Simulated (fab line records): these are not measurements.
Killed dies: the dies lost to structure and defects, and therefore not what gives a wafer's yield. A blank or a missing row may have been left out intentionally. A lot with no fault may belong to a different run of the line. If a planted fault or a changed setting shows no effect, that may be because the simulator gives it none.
Which tool is to blame? + flow berkeley-cmos170 + Sampling: 7 lots, 21 wafers, 3 of 331 route steps

## WHAT THE GAUGES READ, wafer by wafer
UCB170_SPACER_THK_MEAS_01.
| lot  | measured     | on            | SPACER_TEOS_THK (nm) |
|------|--------------|---------------|----------------------|
| L241 | day 7 11:08  | film-metro-04 | 370 373 378          |
| L244 | day 8 09:27  | film-metro-04 | 375 380 377          |
| L245 | day 8 21:53  | film-metro-01 | 372 379 377          |
| L250 | day 9 19:05  | film-metro-04 | 374 379 245          |
| L253 | day 10 09:50 | film-metro-01 | 377 375 381          |
| L258 | day 11 16:49 | film-metro-01 | 371 374 375          |
| L260 | day 12 05:52 | film-metro-01 | 378 379 382          |

## WHAT TOOL EACH LOT RAN ON (gives the tool, then ch and the chambers of the sampled wafers, and finally the start)
| lot  | UCB170_PWELL_ETCH_14              | UCB170_SPACER_CVD_00            |
|------|-----------------------------------|---------------------------------|
| L241 | rie-diel-02 ch 0,2,3, day 3 18:50 | pecvd-04 ch 0,2, day 7 11:05    |
| L244 | rie-diel-04 ch 0,2,3, day 4 15:08 | pecvd-02 ch 1,2, day 8 09:23    |
| L245 | rie-diel-04 ch 1,2,3, day 5 02:01 | pecvd-02 ch 1,2, day 8 21:46    |
| L250 | rie-diel-04 ch 0,2, day 5 20:37   | pecvd-04 ch 0,1,2, day 9 19:02  |
| L253 | rie-diel-01 ch 0,1,3, day 6 15:11 | pecvd-01 ch 0,1,2, day 10 09:47 |
| L258 | rie-diel-01 ch 2,3, day 7 19:30   | pecvd-01 ch 1,2, day 11 16:47   |
| L260 | rie-diel-01 ch 1,3, day 8 03:34   | pecvd-01 ch 0,1,2, day 12 05:49 |
- UCB170_PWELL_ETCH_14: etches Si3N4 in CH3F/Ar/O2, stops on SiO2, target depth 242 nm, time 151 s.
- UCB170_SPACER_CVD_00: deposits SiO2 from TEOS/O2, target thk 376 nm, time 47 s.

## THE ANSWER, worked out from the rows above alone
Rule: what is usual is taken from the lots themselves. Put in order of their means at a reading, lots are off if they are a third of the lots or fewer, leave a main group of 4 or more, and stand apart from it by a gap of 3 or more times the standard deviation of the main group's means; of several such gaps the widest counts. A main group is skipped when, at the precision printed for the reading in the tables above, its means are all equal. Also off: a lot with no number at a reading for which 4 or more lots have one. The other lots that the step has rows for count as sound.
Off: at UCB170_SPACER_THK_MEAS_01 (SPACER_TEOS_THK), L250. The main group has a mean of 376 nm with a standard deviation of 2.2.
If a tool, at a process step before that reading, ran all the lots that are off and no sound lot after the first of them, it fits. Gauges at UCB170_SPACER_THK_MEAS_01: tried the same way as those tools. Can't be told from this: 3 tools fit, rie-diel-04 at UCB170_PWELL_ETCH_14, pecvd-04 at UCB170_SPACER_CVD_00, film-metro-04 at UCB170_SPACER_THK_MEAS_01.

## WHAT WAS PUT IN BY THE SIMULATOR
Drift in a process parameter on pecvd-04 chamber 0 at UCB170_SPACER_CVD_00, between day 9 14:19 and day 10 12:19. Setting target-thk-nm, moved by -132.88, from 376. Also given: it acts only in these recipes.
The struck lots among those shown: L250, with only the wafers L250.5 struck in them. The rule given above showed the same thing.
